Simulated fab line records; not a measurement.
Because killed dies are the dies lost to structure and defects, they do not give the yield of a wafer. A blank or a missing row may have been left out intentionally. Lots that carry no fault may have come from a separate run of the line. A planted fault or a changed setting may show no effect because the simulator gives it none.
fab line records	flow ritCmos
[record] lots = 14	wafers = 42	lastDay = 7
route steps=202 shown CONTACT@168 M1@202
lots that met no fault: from a run of the same line without faults
startH: the number of hours between the record's first day and the start of the first shown wafer of the lot	waitH: hours elapsed since this lot's preceding step	" same as the row above	L1.1+2: a single row standing in for several wafers	- value missing, or start not given	* or withheld: withheld	< > ~ a bound
route shown NAME@n: a module of which the file shows steps, and the number in the route of the first	usual: average and standard deviation across the fault-free wafers	same: alike in all rows	chamber/n: place in a boat	sites: readings site by site	_std_site: their standard deviation	_edge_site: mean of outer sites minus mean of inner sites	radiusMm: for every site, how far away it sits from the centre of the wafer	mask NAME#n: copy n	behind: tool/chamber where the wafer was last shaped	hold: why the lot went on hold/how many hours it stayed there/how the hold came to an end	device: the transistor (n, p or np) that didn't switch	end of line: at the end of the route, the tests of the same wafers	a step without rows: its recipe alone	killed: the dies lost at the first sort to structure and to defects; this is not the yield of the wafer	map: per-die view of a wafer (x killed, . not killed, _ where there is no die)
set.NAME: the setting the step ran with; set.NAME@STEP: the setting that earlier step ran with	model.NAME: the simulator's own value behind a step, which no gauge read
a sample of lots followed through the steps of the route, with each step as a table and each wafer as a row
services: from which hour (startH, from the record's first day; less than 0 if before it) a tool's chamber was out of use, for how many hours, and why
[[steps]]
[step RIT_CONTACT_CVD_00]
[recipe] material = SiO2	targetThkNm = 400	precursor = TEOS	tempC = 390	timeS = 61	rfW = 400
[usual] heaterPowerW = 319/61
lot.wafer	tool	chamber	startH	waitH	heaterPowerW
L348.2	pecvd-01	2	51.56	0.0	231
L348.3	"	0	"	"	283
L348.4	"	0	"	"	308
L349.1	pecvd-02	0	56.05	0.1	233
L349.3	"	2	"	"	228
L349.6	"	2	"	"	240
L350.3	pecvd-04	1	62.56	0.0	421
L350.4	"	2	"	"	308
L350.5	"	0	"	"	333
L350.3	pecvd-04	1	62.78	0.2	421
L350.4	"	2	"	"	307
L350.5	"	0	"	"	334
L351.1	pecvd-01	0	66.64	0.1	278
L351.2	"	2	"	"	291
L351.6	"	2	"	"	309
L358.1	pecvd-04	0	100.56	0.1	331
L358.3	"	1	"	"	439
L358.4	"	2	"	"	354
L359.4	pecvd-02	1	107.42	0.0	391
L359.5	"	0	"	"	246
L359.6	"	2	"	"	238
L359.4	pecvd-02	1	107.63	0.2	393
L359.5	"	0	"	"	239
L359.6	"	2	"	"	240
L360.2	pecvd-04	1	111.08	0.0	469
L360.3	"	0	"	"	335
L360.5	"	1	"	"	355
L362.3	pecvd-01	1	120.74	0.0	325
L362.4	"	0	"	"	346
L362.5	"	1	"	"	319
L363.1	pecvd-04	0	124.92	0.1	312
L363.2	"	1	"	"	465
L363.4	"	1	"	"	349
L364.2	pecvd-02	0	129.97	0.0	234
L364.3	"	2	"	"	252
L364.6	"	1	"	"	424
L367.3	pecvd-02	0	146.93	0.0	187
L367.4	"	2	"	"	288
L367.5	"	0	"	"	202
L368.1	pecvd-01	0	153.44	0.1	285
L368.2	"	2	"	"	290
L368.6	"	2	"	"	305
L369.2	pecvd-04	2	155.24	0.0	354
L369.4	"	1	"	"	443
L369.6	"	0	"	"	284
L370.3	pecvd-02	2	161.43	0.0	280
L370.4	"	2	"	"	287
L370.5	"	0	"	"	252
[step RIT_CONTACT_THK_MEAS_01]
[recipe] reads = SiO2_of_CONTACT_CVD_00
[usual] CONTACT_TEOS_THK = 398/5.5
lot.wafer	tool	chamber	startH	waitH	CONTACT_TEOS_THK[nm]
L348.2	filmMetro-04	-	51.62	0.0	400
L348.3	"	-	"	"	396
L348.4	"	-	"	"	400
L349.1	filmMetro-04	-	56.10	0.0	388
L349.3	"	-	"	"	393
L349.6	"	-	"	"	404
L350.3	filmMetro-04	-	62.85	0.0	799
L350.4	"	-	"	"	806
L350.5	"	-	"	"	803
L350.3	filmMetro-04	-	63.07	0.2	799
L350.4	"	-	"	"	807
L350.5	"	-	"	"	804
L351.1	filmMetro-04	-	66.72	0.1	391
L351.2	"	-	"	"	395
L351.6	"	-	"	"	406
L358.1	filmMetro-04	-	100.61	0.0	388
L358.3	"	-	"	"	393
L358.4	"	-	"	"	403
L359.4	filmMetro-01	-	107.69	0.0	806
L359.5	"	-	"	"	799
L359.6	"	-	"	"	804
L359.4	filmMetro-01	-	107.92	0.2	806
L359.5	"	-	"	"	800
L359.6	"	-	"	"	805
L360.2	filmMetro-02	-	111.14	0.0	391
L360.3	"	-	"	"	389
L360.5	"	-	"	"	398
L362.3	filmMetro-02	-	120.81	0.0	399
L362.4	"	-	"	"	399
L362.5	"	-	"	"	407
L363.1	filmMetro-01	-	124.97	0.0	398
L363.2	"	-	"	"	396
L363.4	"	-	"	"	405
L364.2	filmMetro-01	-	130.03	0.0	393
L364.3	"	-	"	"	396
L364.6	"	-	"	"	404
L367.3	filmMetro-02	-	147.00	0.0	390
L367.4	"	-	"	"	402
L367.5	"	-	"	"	398
L368.1	filmMetro-01	-	153.49	0.0	398
L368.2	"	-	"	"	409
L368.6	"	-	"	"	410
L369.2	filmMetro-02	-	155.30	0.0	394
L369.4	"	-	"	"	406
L369.6	"	-	"	"	396
L370.3	filmMetro-04	-	161.50	0.0	393
L370.4	"	-	"	"	400
L370.5	"	-	"	"	398
[step RIT_M1_PROBE_99]
[usual] defectLimitedYield = 97.5/1.2	killed_at_M0_to_M3 = 0.0/0.14	killedAtContacts = 0.0/0.22	killedAtFrontEnd = 7/3	killedDies = 7/3.1	killedOpen = 3.4/2.1	killedShort = 3.2/1.9	sort_bin_3_pad_short = 0.1/0.25	sort_bin_5_function = 1.4/0.76	sort_bin_6_memory = 1.0/0.7	sortNPass = 257/3.1	sortYieldPct = 97.5/1.2
[same] grossDies = 264	killed_at_M4_up = 0	killedAtBackSide = 0	killedAtOther = 0
lot.wafer	tool	chamber	startH	waitH	defectLimitedYield[%]	killed_at_M0_to_M3	killedAtContacts	killedAtFrontEnd	killedDies	killedOpen	killedShort	sort_bin_3_pad_short[%]	sort_bin_5_function[%]	sort_bin_6_memory[%]	sortNPass	sortYieldPct[%]
L348.2	prober-01	-	58.50	0.1	98.1	0	0	5	5	1	4	0	1.9	0	259	98.1
L348.3	prober-01	-	58.55	0.2	95.1	0	0	13	13	5	8	0	3.0	1.9	251	95.1
L348.4	prober-01	-	58.60	0.2	96.6	0	0	9	9	5	4	0.8	1.9	0.8	255	96.6
L349.1	prober-02	-	62.80	0.1	97.3	0	0	7	7	4	3	0.4	1.1	1.1	257	97.3
L349.3	prober-02	-	62.90	0.2	95.8	0	0	11	11	4	7	0.4	1.1	2.7	253	95.8
L349.6	prober-02	-	63.05	0.2	97.0	0	1	7	8	6	2	0	0.8	2.3	256	97.0
L351.1	prober-01	-	73.28	0.1	97.7	0	0	6	6	2	4	0.4	1.9	0	258	97.7
L351.2	prober-01	-	73.33	0.1	97.3	0	0	7	7	4	3	0	1.9	0.8	257	97.3
L351.6	prober-01	-	73.53	0.2	97.0	1	0	7	8	4	4	0.4	1.5	1.1	256	97.0
L358.1	prober-02	-	107.02	0.1	98.9	0	0	3	3	1	2	0	0	1.1	261	98.9
L358.3	prober-02	-	107.12	0.2	97.7	0	0	6	6	4	2	0	1.5	0.8	258	97.7
L358.4	prober-02	-	107.17	0.2	98.1	0	0	5	5	2	3	0	1.1	0.8	259	98.1
L360.2	prober-02	-	117.48	0.1	96.2	0	0	10	10	7	3	0	2.7	1.1	254	96.2
L360.3	prober-02	-	117.53	0.2	95.5	0	0	12	12	6	6	0.8	1.5	2.3	252	95.5
L360.5	prober-02	-	117.63	0.2	96.6	0	0	9	9	4	5	0	1.9	1.5	255	96.6
L362.3	prober-02	-	127.34	0.2	99.6	0	0	1	1	1	0	0	0.4	0	263	99.6
L362.4	prober-02	-	127.39	0.2	97.7	0	0	6	6	3	3	0	1.5	0.8	258	97.7
L362.5	prober-02	-	127.44	0.2	98.1	0	0	5	5	2	3	0	1.1	0.8	259	98.1
L363.1	prober-01	-	131.29	0.1	98.5	0	0	4	4	4	0	0	1.1	0.4	260	98.5
L363.2	prober-01	-	131.34	0.1	97.7	0	0	6	6	3	3	0	1.5	0.8	258	97.7
L363.4	prober-01	-	131.44	0.2	95.8	0	0	11	11	8	3	0.4	2.3	1.5	253	95.8
L364.2	prober-02	-	137.84	0.1	98.1	0	0	5	5	2	3	0	1.1	0.8	259	98.1
L364.3	prober-02	-	137.89	0.2	96.2	0	0	10	10	3	7	0.8	2.3	0.8	254	96.2
L364.6	prober-02	-	138.04	0.2	98.5	0	0	4	4	2	2	0	1.1	0.4	260	98.5
L367.3	prober-01	-	153.39	0.2	98.9	0	0	3	3	1	2	0.4	0.8	0	261	98.9
L367.4	prober-01	-	153.44	0.2	98.1	0	0	5	5	1	4	0	1.1	0.8	259	98.1
L367.5	prober-01	-	153.49	0.2	98.1	0	0	5	5	4	1	0	1.5	0.4	259	98.1
L368.1	prober-02	-	159.83	0.1	96.6	0	0	9	9	5	4	0	2.3	1.1	255	96.6
L368.2	prober-02	-	159.88	0.1	95.5	0	0	12	12	6	6	0.4	3.0	1.1	252	95.5
L368.6	prober-02	-	160.08	0.2	95.5	0	0	12	12	4	8	0.8	2.7	1.1	252	95.5
L369.2	prober-01	-	161.97	0.1	99.2	0	0	2	2	0	2	0	0.8	0	262	99.2
L369.4	prober-01	-	162.07	0.2	98.5	0	0	4	4	2	2	0	0.8	0.8	260	98.5
L369.6	prober-01	-	162.17	0.2	97.0	0	0	8	8	4	4	0.4	1.1	1.5	256	97.0
L370.3	prober-02	-	168.77	0.2	95.8	0	0	11	11	6	5	0	3.8	0.4	253	95.8
L370.4	prober-02	-	168.82	0.2	98.1	1	0	4	5	3	2	0	1.1	0.8	259	98.1
L370.5	prober-02	-	168.87	0.2	98.1	0	1	4	5	3	2	0	0.8	1.1	259	98.1
// killed by level:class
L348.2 GATE:geometricParticle:short=3 GATE:geometricParticle:open=1 REOX:geometricParticle:short=1
L348.3 GATE:geometricParticle:open=4 SILICIDE:geometricParticle:short=3 REOX:geometricParticle:short=2 FOX1:geometricParticle:short=1 GATE:geometricParticle:short=1 SPACER:geometricParticle:short=1 SPACER:geometricParticle:open=1
L348.4 GATE:geometricParticle:open=3 FOX1:geometricParticle:open=2 FOX1:geometricParticle:short=2 GATE:geometricParticle:short=2
L349.1 GATE:geometricParticle:short=3 SILICIDE:geometricParticle:open=2 GATE:geometricParticle:open=1 REOX:geometricParticle:open=1
L349.3 GATE:geometricParticle:open=2 REOX:geometricParticle:short=2 SILICIDE:geometricParticle:short=2 FOX1:geometricParticle:open=1 FOX1:geometricParticle:short=1 GATE:geometricParticle:short=1 SPACER:geometricParticle:short=1 SPACER:geometricParticle:open=1
L349.6 GATE:geometricParticle:open=3 REOX:geometricParticle:open=2 SPACER:geometricParticle:short=1 SILICIDE:geometricParticle:open=1 CONTACT:geometricParticle:short=1
L351.1 SPACER:geometricParticle:short=2 FOX2:geometricParticle:short=1 GATE:geometricParticle:open=1 REOX:geometricParticle:short=1 SILICIDE:geometricParticle:open=1
L351.2 FOX2:geometricParticle:open=2 GATE:geometricParticle:open=2 FOX2:geometricParticle:short=1 REOX:geometricParticle:short=1 SPACER:geometricParticle:short=1
L351.6 FOX1:geometricParticle:open=1 FOX2:geometricParticle:open=1 GATE:geometricParticle:short=1 GATE:geometricParticle:open=1 REOX:geometricParticle:short=1 REOX:geometricParticle:open=1 SPACER:geometricParticle:short=1 M1:geometricParticle:short=1
L358.1 GATE:geometricParticle:short=1 GATE:geometricParticle:open=1 REOX:geometricParticle:short=1
L358.3 REOX:geometricParticle:open=2 GATE:geometricParticle:short=1 GATE:geometricParticle:open=1 REOX:geometricParticle:short=1 SILICIDE:geometricParticle:open=1
L358.4 GATE:geometricParticle:open=2 SILICIDE:geometricParticle:short=2 GATE:geometricParticle:short=1
L360.2 FOX1:geometricParticle:open=2 GATE:geometricParticle:open=2 SILICIDE:geometricParticle:open=2 FOX1:geometricParticle:short=1 GATE:geometricParticle:short=1 SPACER:geometricParticle:open=1 SPACER:geometricParticle:short=1
L360.3 GATE:geometricParticle:short=3 GATE:geometricParticle:open=2 REOX:geometricParticle:short=2 FOX1:geometricParticle:open=1 REOX:geometricParticle:open=1 SPACER:geometricParticle:open=1 SILICIDE:geometricParticle:short=1 SILICIDE:geometricParticle:open=1
L360.5 GATE:geometricParticle:short=3 GATE:geometricParticle:open=2 REOX:geometricParticle:open=1 REOX:geometricParticle:short=1 SPACER:geometricParticle:open=1 SILICIDE:geometricParticle:short=1
L362.3 SPACER:geometricParticle:open=1
L362.4 GATE:geometricParticle:short=2 FOX1:geometricParticle:short=1 FOX2:geometricParticle:open=1 GATE:geometricParticle:open=1 REOX:geometricParticle:open=1
L362.5 FOX2:geometricParticle:short=2 FOX1:geometricParticle:open=1 GATE:geometricParticle:short=1 SPACER:geometricParticle:open=1
L363.1 GATE:geometricParticle:open=2 FOX2:geometricParticle:open=1 SPACER:geometricParticle:open=1
L363.2 SPACER:geometricParticle:short=2 FOX1:geometricParticle:open=1 GATE:geometricParticle:short=1 GATE:geometricParticle:open=1 SILICIDE:geometricParticle:open=1
L363.4 SILICIDE:geometricParticle:open=4 GATE:geometricParticle:open=2 FOX1:geometricParticle:open=1 FOX2:geometricParticle:short=1 GATE:geometricParticle:short=1 REOX:geometricParticle:short=1 REOX:geometricParticle:open=1
L364.2 FOX1:geometricParticle:short=1 GATE:geometricParticle:open=1 GATE:geometricParticle:short=1 REOX:geometricParticle:open=1 SPACER:geometricParticle:short=1
L364.3 GATE:geometricParticle:short=4 FOX2:geometricParticle:short=2 REOX:geometricParticle:open=1 SPACER:geometricParticle:short=1 SPACER:geometricParticle:open=1 SILICIDE:geometricParticle:open=1
L364.6 FOX1:geometricParticle:short=1 GATE:geometricParticle:short=1 REOX:geometricParticle:open=1 SPACER:geometricParticle:open=1
L367.3 FOX1:geometricParticle:short=1 FOX1:geometricParticle:open=1 GATE:geometricParticle:short=1
L367.4 SPACER:geometricParticle:short=2 GATE:geometricParticle:short=1 REOX:geometricParticle:short=1 SPACER:geometricParticle:open=1
L367.5 GATE:geometricParticle:open=2 FOX1:geometricParticle:open=1 REOX:geometricParticle:open=1 SILICIDE:geometricParticle:short=1
L368.1 REOX:geometricParticle:short=2 FOX1:geometricParticle:short=1 FOX1:geometricParticle:open=1 FOX2:geometricParticle:open=1 GATE:geometricParticle:open=1 REOX:geometricParticle:open=1 SPACER:geometricParticle:open=1 SILICIDE:geometricParticle:short=1
L368.2 FOX2:geometricParticle:open=2 GATE:geometricParticle:open=2 REOX:geometricParticle:short=2 SPACER:geometricParticle:short=2 SILICIDE:geometricParticle:short=2 REOX:geometricParticle:open=1 SPACER:geometricParticle:open=1
L368.6 GATE:geometricParticle:short=3 REOX:geometricParticle:open=2 REOX:geometricParticle:short=2 FOX1:geometricParticle:short=1 FOX2:geometricParticle:short=1 FOX2:geometricParticle:open=1 SPACER:geometricParticle:short=1 SILICIDE:geometricParticle:open=1
L369.2 FOX1:geometricParticle:short=1 GATE:geometricParticle:short=1
L369.4 GATE:geometricParticle:short=2 FOX1:geometricParticle:open=1 GATE:geometricParticle:open=1
L369.6 GATE:geometricParticle:open=2 GATE:geometricParticle:short=2 FOX1:geometricParticle:open=1 SPACER:geometricParticle:open=1 SPACER:geometricParticle:short=1 SILICIDE:geometricParticle:short=1
L370.3 SILICIDE:geometricParticle:open=4 SILICIDE:geometricParticle:short=2 FOX1:geometricParticle:open=1 GATE:geometricParticle:short=1 REOX:geometricParticle:short=1 SPACER:geometricParticle:open=1 SPACER:geometricParticle:short=1
L370.4 GATE:geometricParticle:open=2 FOX2:geometricParticle:open=1 GATE:geometricParticle:short=1 M1:geometricParticle:short=1
L370.5 FOX1:geometricParticle:short=1 GATE:geometricParticle:open=1 SPACER:geometricParticle:open=1 SILICIDE:geometricParticle:short=1 CONTACT:geometricParticle:open=1
[[services]]
tool	chamber	startH	hours	kind
pecvd-01	1	51.81	20.8	repair
pecvd-01	-	76.58	0.3	repair
pecvd-01	-	91.22	28.1	pm
pecvd-04	1	108.19	-	calibration
pecvd-01	-	144.52	0.8	repair
[[key]]
[firstSign] step = RIT_CONTACT_CVD_00	reading = visit	direction = added
[effect] step = RIT_CONTACT_THK_MEAS_01	reading = visit	direction = added
[effect] step = RIT_CONTACT_THK_MEAS_01	reading = CONTACT_TEOS_THK	direction = up	sigmas = 74	usual = 398	struck = 803
metAt RIT_CONTACT_CVD_00
struckLots L350,L359
scrappedBehind RIT_CONTACT_THK_MEAS_01 L350.3,L350.4,L350.5,L359.4,L359.5,L359.6
[fault] kind = repeatedStepWhole	tool = pecvd-01,pecvd-02,pecvd-04	chamber = -	onsetH = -	steps = RIT_CONTACT_CVD_00	times = 1	scope = struckLotsOnly
